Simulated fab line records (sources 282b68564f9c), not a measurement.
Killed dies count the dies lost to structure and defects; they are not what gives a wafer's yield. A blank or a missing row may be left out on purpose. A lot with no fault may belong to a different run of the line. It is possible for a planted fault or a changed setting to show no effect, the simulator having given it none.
fab line records    flow rit_cmos
record: lots: 7  wafers: 21  last_day: 6
route steps=202 shown GATE@96 REOX@98 NLDD@103
lots with no fault: from the same line, run without faults
start_h: start of the lot's first displayed wafer, in hours after the record's first day    wait_h: how many hours have passed since the lot's step before this one    " unchanged from the row above    L1.1+2: one row covering several wafers at once    - no value, or no start was given    * or withheld: withheld    < > ~ a bound
route shown NAME@n: NAME is a module with steps in the file, n the number in the route of the first one    usual: mean/standard deviation of fault-free wafers    same: alike in all rows    chamber/n: place in a boat    sites: each site's reading    _std_site: their standard deviation    _edge_site: outer sites' mean less inner sites'    radius_mm: how far each site lies from the wafer's centre    mask NAME#n: copy n    behind: the last tool/chamber to shape the wafer    hold: the reason the lot was held/the length of the hold in hours/how it ended    device: transistor that didn't switch, given as n, p or np    end of line: tests of these same wafers at the route's end    a step without rows: its recipe alone    killed: dies lost to structure and defects at the first sort, not the wafer's yield    map: the dies of a wafer, with x for killed, . for not killed, _ for no die there
set.NAME: setting as actually run; set.NAME@STEP: the setting as run at that earlier step    model.NAME: the simulator's own value behind a step, which no gauge read
lots at selected steps of the route; one table per step, one row per wafer
services: from which hour (start_h, from the record's first day; less than 0 if before it) a tool's chamber was out of use, for how many hours, and why
== steps ==
step: RIT_GATE_STRIP_20
recipe: chemistry: O2  time_s: 180  resist: NOVOLAK  platen_temp_c: withheld  power_w: 500  pressure_mtorr: 4000  o2_flow_sccm: 4000
usual: drypump_motor_current_A: 5.8/0.5
lot.wafer  tool             chamber  start_h  wait_h  drypump_motor_current_A  rf_hours_counter_h
L474.1     plasma_asher-03  1        83.27    0.1     5.7                      30
L474.3     "                1        "        "       5.7                      -
L474.5     "                0        "        "       6.5                      -
L475.1     plasma_asher-01  0        86.51    0.1     5.3                      40
L475.2     "                1        "        "       5.2                      40
L475.5     "                0        "        "       5.3                      -
L476.1     plasma_asher-03  1        92.09    0.1     5.7                      31
L476.2     "                0        "        "       6.5                      31
L476.3     "                0        "        "       6.5                      -
L478.1     plasma_asher-03  0        102.05   0.1     6.5                      32
L478.4     "                0        "        "       6.5                      -
L478.6     "                1        "        "       5.7                      -
L481.1     plasma_asher-04  0        119.84   0.1     5.6                      49
L481.2     "                1        "        "       6.3                      49
L481.6     "                0        "        "       5.6                      -
L482.1     plasma_asher-01  0        123.00   0.1     5.3                      1
L482.3     "                1        "        "       5.2                      -
L482.5     "                1        "        "       5.2                      -
L483.1     plasma_asher-01  1        130.42   0.1     5.2                      1
L483.2     "                0        "        "       5.3                      1
L483.4     "                0        "        "       5.3                      -
step: RIT_GATE_CD_MEAS_90
recipe: target_cd_nm: 150
usual: cd_nm: 150.4/2.2
lot.wafer  tool       chamber  start_h  wait_h  cd_nm
L474.1     cd_sem-01  -        83.44    0.1     150.3
L474.3     "          -        "        "       150.2
L474.5     "          -        "        "       150.0
L475.1     cd_sem-02  -        86.69    0.1     152.7
L475.2     "          -        "        "       150.1
L475.5     "          -        "        "       151.9
L476.1     cd_sem-02  -        92.26    0.1     151.9
L476.2     "          -        "        "       153.2
L476.3     "          -        "        "       153.7
L478.1     cd_sem-02  -        102.22   0.1     148.7
L478.4     "          -        "        "       147.8
L478.6     "          -        "        "       149.1
L481.1     cd_sem-02  -        120.01   0.1     150.6
L481.2     "          -        "        "       151.3
L481.6     "          -        "        "       149.5
L482.1     cd_sem-02  -        123.17   0.1     149.9
L482.3     "          -        "        "       149.0
L482.5     "          -        "        "       150.8
L483.1     cd_sem-02  -        130.60   0.1     151.1
L483.2     "          -        "        "       149.9
L483.4     "          -        "        "       150.3
step: RIT_REOX_CLEAN_00
recipe: chemistry: SC1  mix: 3:3:50  time_s: 600  temp_c: 75
step: RIT_REOX_CLEAN_01
recipe: chemistry: dHF  dilution: 50:1  time_s: 30
step: RIT_REOX_CLEAN_02
recipe: chemistry: SC2  mix: 3:3:50  time_s: 600  temp_c: 75  dry: n2_spin
step: RIT_REOX_OXIDATION_03
recipe: temp_c: 900  ambient: O2  target_thk_a: 252  ox_time_s: 5580
step: RIT_REOX_THK_MEAS_04
recipe: reads: SiO2_of_REOX_OXIDATION_03
usual: REOX_OXIDE_THK: 25.3/0.51
lot.wafer  tool           chamber  start_h  wait_h  REOX_OXIDE_THK[nm]
L474.1     film_metro-01  -        86.48    0.0     25.3
L474.3     "              -        "        "       25.2
L474.5     "              -        "        "       25.5
L475.1     film_metro-04  -        89.72    0.0     24.4
L475.2     "              -        "        "       24.6
L475.5     "              -        "        "       24.4
L476.1     film_metro-02  -        95.93    0.0     24.9
L476.2     "              -        "        "       24.3
L476.3     "              -        "        "       24.9
L478.1     film_metro-04  -        106.25   0.0     24.7
L478.4     "              -        "        "       25.2
L478.6     "              -        "        "       25.4
L481.1     film_metro-01  -        123.08   0.0     26.0
L481.2     "              -        "        "       25.9
L481.6     "              -        "        "       25.7
L482.1     film_metro-04  -        126.52   0.0     25.0
L482.3     "              -        "        "       24.8
L482.5     "              -        "        "       24.6
L483.1     film_metro-04  -        133.63   0.0     25.2
L483.2     "              -        "        "       25.3
L483.4     "              -        "        "       25.1
step: RIT_NLDD_HMDS_00
recipe: prime_time_s: 60  prime_temp_c: 140
step: RIT_NLDD_COAT_01
recipe: resist: NOVOLAK  spin_rpm: 3250  resist_thk_nm: 1000
step: RIT_NLDD_SOFTBAKE_02
recipe: resist: NOVOLAK  temp_c: 89.01  time_s: 60
step: RIT_NLDD_EXPOSE_03
recipe: mask_id: M7  na: 0.57  target_cd_nm: 40700  dose_mj: 250
step: RIT_NLDD_PEB_04
recipe: resist: NOVOLAK  temp_c: withheld  time_s: withheld
step: RIT_NLDD_DEVELOP_05
recipe: resist: NOVOLAK  develop_time_s: 50  dev_temp_c: 23
usual: chill_plate_temp_C: 23.00/0.099  develop_time_s: 50/0
lot.wafer  tool            chamber  start_h  wait_h  chill_plate_temp_C  develop_time_s
L474.1     litho_track-01  -        87       -       -                   -
L474.3     "               -        "        "       -                   -
L474.5     "               -        "        "       -                   -
L475.1     litho_track-01  -        90       -       -                   -
L475.2     "               -        "        "       -                   -
L475.5     "               -        "        "       -                   -
L476.1     litho_track-04  -        96       -       -                   -
L476.2     "               -        "        "       -                   -
L476.3     "               -        "        "       -                   -
L478.1     litho_track-01  0        107      -       22.92               50
L478.4     "               0        "        "       22.92               50
L478.6     "               0        "        "       22.92               50
L481.1     litho_track-02  0        123      -       22.90               50
L481.2     "               0        "        "       22.91               50
L481.6     "               0        "        "       23.11               50
L482.1     litho_track-02  0        127      -       23.18               50
L482.3     "               0        "        "       22.99               50
L482.5     "               0        "        "       23.06               50
L483.1     litho_track-04  0        134      -       23.01               50
L483.2     "               0        "        "       22.98               50
L483.4     "               0        "        "       22.93               50
step: RIT_NLDD_OVL_MEAS_06
usual: NLDD_OVL: 1.5/1.5
lot.wafer  tool        chamber  start_h  wait_h  NLDD_OVL[nm]
L474.1     overlay-02  -        87.42    -       -
L474.3     "           -        "        "       -
L474.5     "           -        "        "       -
L475.1     overlay-01  -        90.81    -       -
L475.2     "           -        "        "       -
L475.5     "           -        "        "       -
L476.1     overlay-01  -        96.96    -       -
L476.2     "           -        "        "       -
L476.3     "           -        "        "       -
L478.1     overlay-01  -        107.29   -       -2.3
L478.4     "           -        "        "       -0.6
L478.6     "           -        "        "       1.0
L481.1     overlay-02  -        123.99   -       0.3
L481.2     "           -        "        "       1.0
L481.6     "           -        "        "       1.5
L482.1     overlay-02  -        127.56   -       3.0
L482.3     "           -        "        "       2.5
L482.5     "           -        "        "       1.1
L483.1     overlay-01  -        134.67   -       -0.4
L483.2     "           -        "        "       3.4
L483.4     "           -        "        "       0.0
== services ==
tool             chamber  start_h  hours  kind
plasma_asher-04  -        74.78    2.2    repair
plasma_asher-01  -        98.54    2.8    pm
plasma_asher-01  -        108.75   9.0    pm
plasma_asher-01  0        108.75   9.5    vent_cycle
plasma_asher-01  1        108.75   9.5    vent_cycle
plasma_asher-01  -        109.09   9.1    repair
plasma_asher-04  -        114.19   2.8    repair
plasma_asher-01  0        117.75   -      clean
plasma_asher-01  1        117.75   -      clean
plasma_asher-04  -        129.31   4.3    pm
== key ==
first_sign: step: RIT_NLDD_DEVELOP_05  reading: tool_record  direction: missing
effect none on later readings
met_at RIT_NLDD_DEVELOP_05
struck_wafers L474.1,L474.3,L474.5,L475.1,L475.2,L475.5,L476.1,L476.2,L476.3
sort_left_out L474.1,L474.3,L474.5,L475.1,L475.2,L475.5,L476.1,L476.2,L476.3
tester_left_out L474,L475,L476
fault: kind: skipped_step_whole  tool: litho_track-01,litho_track-04  chamber: -  onset_h: 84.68  steps: RIT_NLDD_DEVELOP_05  scope: struck_lots_only
tester_left_out: of these lots the tester's yield and bins aren't shown, on N5 and GAA mostly nor the transistor test; their killed dies are dies lost to structure and defects alone, not to doping, threshold or leakage, so they don't give the yield
sort_left_out: the simulated sort isn't trusted on such a fault, so these wafers' sort isn't shown, and their yield isn't known
